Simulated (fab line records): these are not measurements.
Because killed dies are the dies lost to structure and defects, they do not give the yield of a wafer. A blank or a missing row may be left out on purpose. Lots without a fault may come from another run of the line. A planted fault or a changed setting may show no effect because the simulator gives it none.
Code-filled problem report in 8D (eight disciplines) form -- flow ritCmos -- the parts of the form that need people (team, actions taken, sign-off) are left out

1. THE ISSUE
Mean of heaterPowerTotalW at RIT_PRETRO_SOFTBAKE_02: 35.57 W across 6 wafers in 2 lots; on wafers with no fault it is 34.56 W (standard deviation 0.048). Relative to the usual mean, that is a shift of +21 standard deviations.
The step: time 60 s.
The first sign was on wafer L583.1 at day 4 23:05, on lithoTrack-03. The record holds 18 wafers of 6 lots with a number at this step. Rule for "out", or "out of limits": more than 4 standard deviations from the usual mean. All remaining wafers that have a number are taken as sound.

2. WHAT IT IS, AND WHAT IT ISN'T
question,is,is not
which readings at this step,"heaterPowerTotalW, plateTempC","chillPlateTempC, exhaustPa"
which lots,"L583, L584","L573, L574, L585, L587"
which wafers of those lots,all that have a number,-
read on which tools,lithoTrack-03,"lithoTrack-01, lithoTrack-02"
when,from day 4 23:05,"up to then (6 sound wafers); but 6 sound wafers of L585, L587 came after"

3. SUSPECTS, AND WHAT RULES EACH OUT
Counting: a tool stays on the suspect list if, at a process step up to the reading, it processed all lots that are out and no sound lot following the first of them.
- plasmaAsher-02 at RIT_NRETRO_STRIP_09 (strips in O2, time 180 s): kept. All lots that are out passed through it, beginning with L583 at day 4 22:33, and no sound lot followed; its final sound lot before that point was L574 at day 3 03:25.
- lithoTrack-03 at RIT_PRETRO_SOFTBAKE_02 (time 60 s): kept. All lots that are out passed through it, beginning with L583 at day 4 23:05, and no sound lot followed; its final sound lot before that point was L574 at day 3 03:58. Its own heaterPowerTotalW, plateTempC readings are out on those wafers.
Remaining after the count are plasmaAsher-02 at RIT_NRETRO_STRIP_09 and lithoTrack-03 at RIT_PRETRO_SOFTBAKE_02.

4. THE CAUSE (what the simulator had put in)
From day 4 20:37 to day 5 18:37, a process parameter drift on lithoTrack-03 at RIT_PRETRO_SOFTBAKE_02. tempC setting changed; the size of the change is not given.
Counting leaves 2 suspects; this tool is one of them.

5. SEQUENCE OF EFFECTS, ordered by route
One row per reading whose mean, taken over the struck wafers that have a number, lies over 3 standard deviations from the usual. Scope: only readings with a usual standard deviation given in the record; hours: median across lots of the time from each lot's start at the first step in this table that gives one to its start at this step; sigmas: change in usual standard deviations.
hours,step,reading,usual,on struck wafers,change,sigmas
0,RIT_PRETRO_SOFTBAKE_02,heaterPowerTotalW,34.56 W,35.57,+1.01,+21
0,RIT_PRETRO_SOFTBAKE_02,plateTempC,89.99 C,91.97,+1.98,+17
Process steps it contains:
- RIT_PRETRO_SOFTBAKE_02: time 60 s.
Later steps that measure or inspect, where all struck wafers having a row at the step show a number for every such reading and not one has moved that far: RIT_PRETRO_OVL_MEAS_06.

6. WHAT WOULD HAVE CAUGHT IT SOONER
The fault began at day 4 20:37; the first out-of-limits reading in this record came at day 4 23:05, 2 hours later.
